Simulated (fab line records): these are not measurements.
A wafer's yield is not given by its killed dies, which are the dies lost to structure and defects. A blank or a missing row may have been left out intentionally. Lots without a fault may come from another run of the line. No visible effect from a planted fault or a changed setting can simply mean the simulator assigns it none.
Lot-split experiment :: flow rit-cmos :: 5 lots, 23 wafers read, on a route of 202 steps

## THE SPLIT
At RIT_NRETRO_COAT_01 (resist thk 1300 nm), the setting spin-rpm was moved away from the recipe's 2000 rpm on 8 of the 23 wafers read, by -1.9% to +4.8%. For the rest of the wafers, this setting stayed at what the recipe calls for.

## FROM THE SPLIT TO THE READING: what the file shows between them, 3 steps
- RIT_NRETRO_SOFTBAKE_02: time 60 s
- RIT_NRETRO_EXPOSE_03: exposes mask M4, target cd 43900 nm
- RIT_NRETRO_DEVELOP_05: develop time 68 s

## THE READING
NOVOLAK_of_NRETRO_COAT_01.thk-nm (the simulator's own value, which no gauge read), in nm, at RIT_NRETRO_HARDBAKE_07 (time 120 s). No usual value for it is given in the file. Average 1136 nm, standard deviation 2 nm, over the 15 wafers here run with the recipe.

wafer: L074.2
tool, chamber at the split: litho-track-03, 0
spin-rpm as run, rpm: 2000
against the recipe: recipe
NOVOLAK_of_NRETRO_COAT_01.thk-nm, nm: 1136
against lot-mates on the recipe: -

wafer: L074.3
tool, chamber at the split: litho-track-03, 0
spin-rpm as run, rpm: 2065
against the recipe: +3.2%
NOVOLAK_of_NRETRO_COAT_01.thk-nm, nm: 1123
against lot-mates on the recipe: -15

wafer: L074.4
tool, chamber at the split: litho-track-03, 0
spin-rpm as run, rpm: 2065
against the recipe: +3.2%
NOVOLAK_of_NRETRO_COAT_01.thk-nm, nm: 1126
against lot-mates on the recipe: -12

wafer: L074.5
tool, chamber at the split: litho-track-03, 0
spin-rpm as run, rpm: 2000
against the recipe: recipe
NOVOLAK_of_NRETRO_COAT_01.thk-nm, nm: 1140
against lot-mates on the recipe: -

wafer: L074.6
tool, chamber at the split: litho-track-03, 0
spin-rpm as run, rpm: 2065
against the recipe: +3.2%
NOVOLAK_of_NRETRO_COAT_01.thk-nm, nm: 1124
against lot-mates on the recipe: -14

wafer: L075.1
tool, chamber at the split: litho-track-03, 0
spin-rpm as run, rpm: 2000
against the recipe: recipe
NOVOLAK_of_NRETRO_COAT_01.thk-nm, nm: 1134
against lot-mates on the recipe: -

wafer: L075.2
tool, chamber at the split: litho-track-03, 0
spin-rpm as run, rpm: 2000
against the recipe: recipe
NOVOLAK_of_NRETRO_COAT_01.thk-nm, nm: 1134
against lot-mates on the recipe: -

wafer: L075.3
tool, chamber at the split: litho-track-03, 0
spin-rpm as run, rpm: 2000
against the recipe: recipe
NOVOLAK_of_NRETRO_COAT_01.thk-nm, nm: 1135
against lot-mates on the recipe: -

wafer: L075.4
tool, chamber at the split: litho-track-03, 0
spin-rpm as run, rpm: 2000
against the recipe: recipe
NOVOLAK_of_NRETRO_COAT_01.thk-nm, nm: 1132
against lot-mates on the recipe: -

wafer: L075.6
tool, chamber at the split: litho-track-03, 0
spin-rpm as run, rpm: 2000
against the recipe: recipe
NOVOLAK_of_NRETRO_COAT_01.thk-nm, nm: 1133
against lot-mates on the recipe: -

wafer: L081.1
tool, chamber at the split: litho-track-04, 0
spin-rpm as run, rpm: 2000
against the recipe: recipe
NOVOLAK_of_NRETRO_COAT_01.thk-nm, nm: 1136
against lot-mates on the recipe: -

wafer: L081.2
tool, chamber at the split: litho-track-04, 0
spin-rpm as run, rpm: 2000
against the recipe: recipe
NOVOLAK_of_NRETRO_COAT_01.thk-nm, nm: 1135
against lot-mates on the recipe: -

wafer: L081.6
tool, chamber at the split: litho-track-04, 0
spin-rpm as run, rpm: 2000
against the recipe: recipe
NOVOLAK_of_NRETRO_COAT_01.thk-nm, nm: 1135
against lot-mates on the recipe: -

wafer: L082.1
tool, chamber at the split: litho-track-04, 0
spin-rpm as run, rpm: 2096
against the recipe: +4.8%
NOVOLAK_of_NRETRO_COAT_01.thk-nm, nm: 1110
against lot-mates on the recipe: -26

wafer: L082.2
tool, chamber at the split: litho-track-04, 0
spin-rpm as run, rpm: 2096
against the recipe: +4.8%
NOVOLAK_of_NRETRO_COAT_01.thk-nm, nm: 1113
against lot-mates on the recipe: -23

wafer: L082.3
tool, chamber at the split: litho-track-04, 0
spin-rpm as run, rpm: 2096
against the recipe: +4.8%
NOVOLAK_of_NRETRO_COAT_01.thk-nm, nm: 1112
against lot-mates on the recipe: -24

wafer: L082.4
tool, chamber at the split: litho-track-04, 0
spin-rpm as run, rpm: 2000
against the recipe: recipe
NOVOLAK_of_NRETRO_COAT_01.thk-nm, nm: 1137
against lot-mates on the recipe: -

wafer: L082.6
tool, chamber at the split: litho-track-04, 0
spin-rpm as run, rpm: 2000
against the recipe: recipe
NOVOLAK_of_NRETRO_COAT_01.thk-nm, nm: 1135
against lot-mates on the recipe: -

wafer: L084.1
tool, chamber at the split: litho-track-02, 0
spin-rpm as run, rpm: 2000
against the recipe: recipe
NOVOLAK_of_NRETRO_COAT_01.thk-nm, nm: 1136
against lot-mates on the recipe: -

wafer: L084.2
tool, chamber at the split: litho-track-02, 0
spin-rpm as run, rpm: 1961
against the recipe: -1.9%
NOVOLAK_of_NRETRO_COAT_01.thk-nm, nm: 1148
against lot-mates on the recipe: +11

wafer: L084.4
tool, chamber at the split: litho-track-02, 0
spin-rpm as run, rpm: 2000
against the recipe: recipe
NOVOLAK_of_NRETRO_COAT_01.thk-nm, nm: 1138
against lot-mates on the recipe: -

wafer: L084.6
tool, chamber at the split: litho-track-02, 0
spin-rpm as run, rpm: 2000
against the recipe: recipe
NOVOLAK_of_NRETRO_COAT_01.thk-nm, nm: 1138
against lot-mates on the recipe: -

wafer: L084.5
tool, chamber at the split: litho-track-02, 0
spin-rpm as run, rpm: 1961
against the recipe: -1.9%
NOVOLAK_of_NRETRO_COAT_01.thk-nm, nm: 1150
against lot-mates on the recipe: +13

THE FIT
A straight line over all 23 wafers: NOVOLAK_of_NRETRO_COAT_01.thk-nm changes by -4.83 nm for each +1% of spin-rpm; r = -0.97; the points scatter about the line by 2.7 nm.
The same after taking each lot's own level away (the mean of its wafers on the recipe; 23 wafers): -4.96 nm for each +1%; r = -0.99; scatter 1.6 nm.
On that fit, the largest move of spin-rpm shifts the reading by 24 nm.
The span of the lots' own levels, 1133.6 to 1138.0 nm, comes to 2.2 times the standard deviation stated above.
So the lot-to-lot level changes the slope little: the two slopes agree.
Check: for one of the wafers moved furthest among these (+4.8%), held out of the fit, the line's prediction against its lot-mates is -22.7 nm. It came out at -26 nm against them.

## OTHER SPLITS APPLIED TO THESE WAFERS
Before the reading, these wafers also passed through other splits. Each is held against what the fit with the lots' levels taken away leaves over:
other split on the same wafers: RIT_ACTIVE_CVD_03 sih2cl2-flow-sccm
wafers away from the commonest value: 15
r with NOVOLAK_of_NRETRO_COAT_01.thk-nm (lot level and that fit taken away): -0.41

other split on the same wafers: RIT_ACTIVE_EXPOSE_08 dose-mj
wafers away from the commonest value: 7
r with NOVOLAK_of_NRETRO_COAT_01.thk-nm (lot level and that fit taken away): -0.14

other split on the same wafers: RIT_ACTIVE_ETCH_13 rf-w
wafers away from the commonest value: 9
r with NOVOLAK_of_NRETRO_COAT_01.thk-nm (lot level and that fit taken away): +0.42

other split on the same wafers: RIT_FOX2_OXIDATION_00 ox-time-s
wafers away from the commonest value: 15
r with NOVOLAK_of_NRETRO_COAT_01.thk-nm (lot level and that fit taken away): -0.16

other split on the same wafers: RIT_NWELL_IMPLANT_08 energy-kev
wafers away from the commonest value: 7
r with NOVOLAK_of_NRETRO_COAT_01.thk-nm (lot level and that fit taken away): -0.10

## THE WHOLE CHAIN: every reading that the file lists as answering this split, in the file's order
step: RIT_NRETRO_COAT_01
what it does: resist thk 1300 nm
reading: NOVOLAK_of_NRETRO_COAT_01.thk-nm (the simulator's own value, which no gauge read)
change (the file's fit): -5.69 nm for each +1% of the setting
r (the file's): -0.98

step: RIT_NRETRO_HARDBAKE_07
what it does: time 120 s
reading: NOVOLAK_of_NRETRO_COAT_01.thk-nm (the simulator's own value, which no gauge read)
change (the file's fit): -4.89 nm for each +1% of the setting
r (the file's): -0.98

## THE FILE'S OWN FIT
NOVOLAK_of_NRETRO_COAT_01.thk-nm changes by -4.89 nm for each +1% of spin-rpm, r = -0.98.
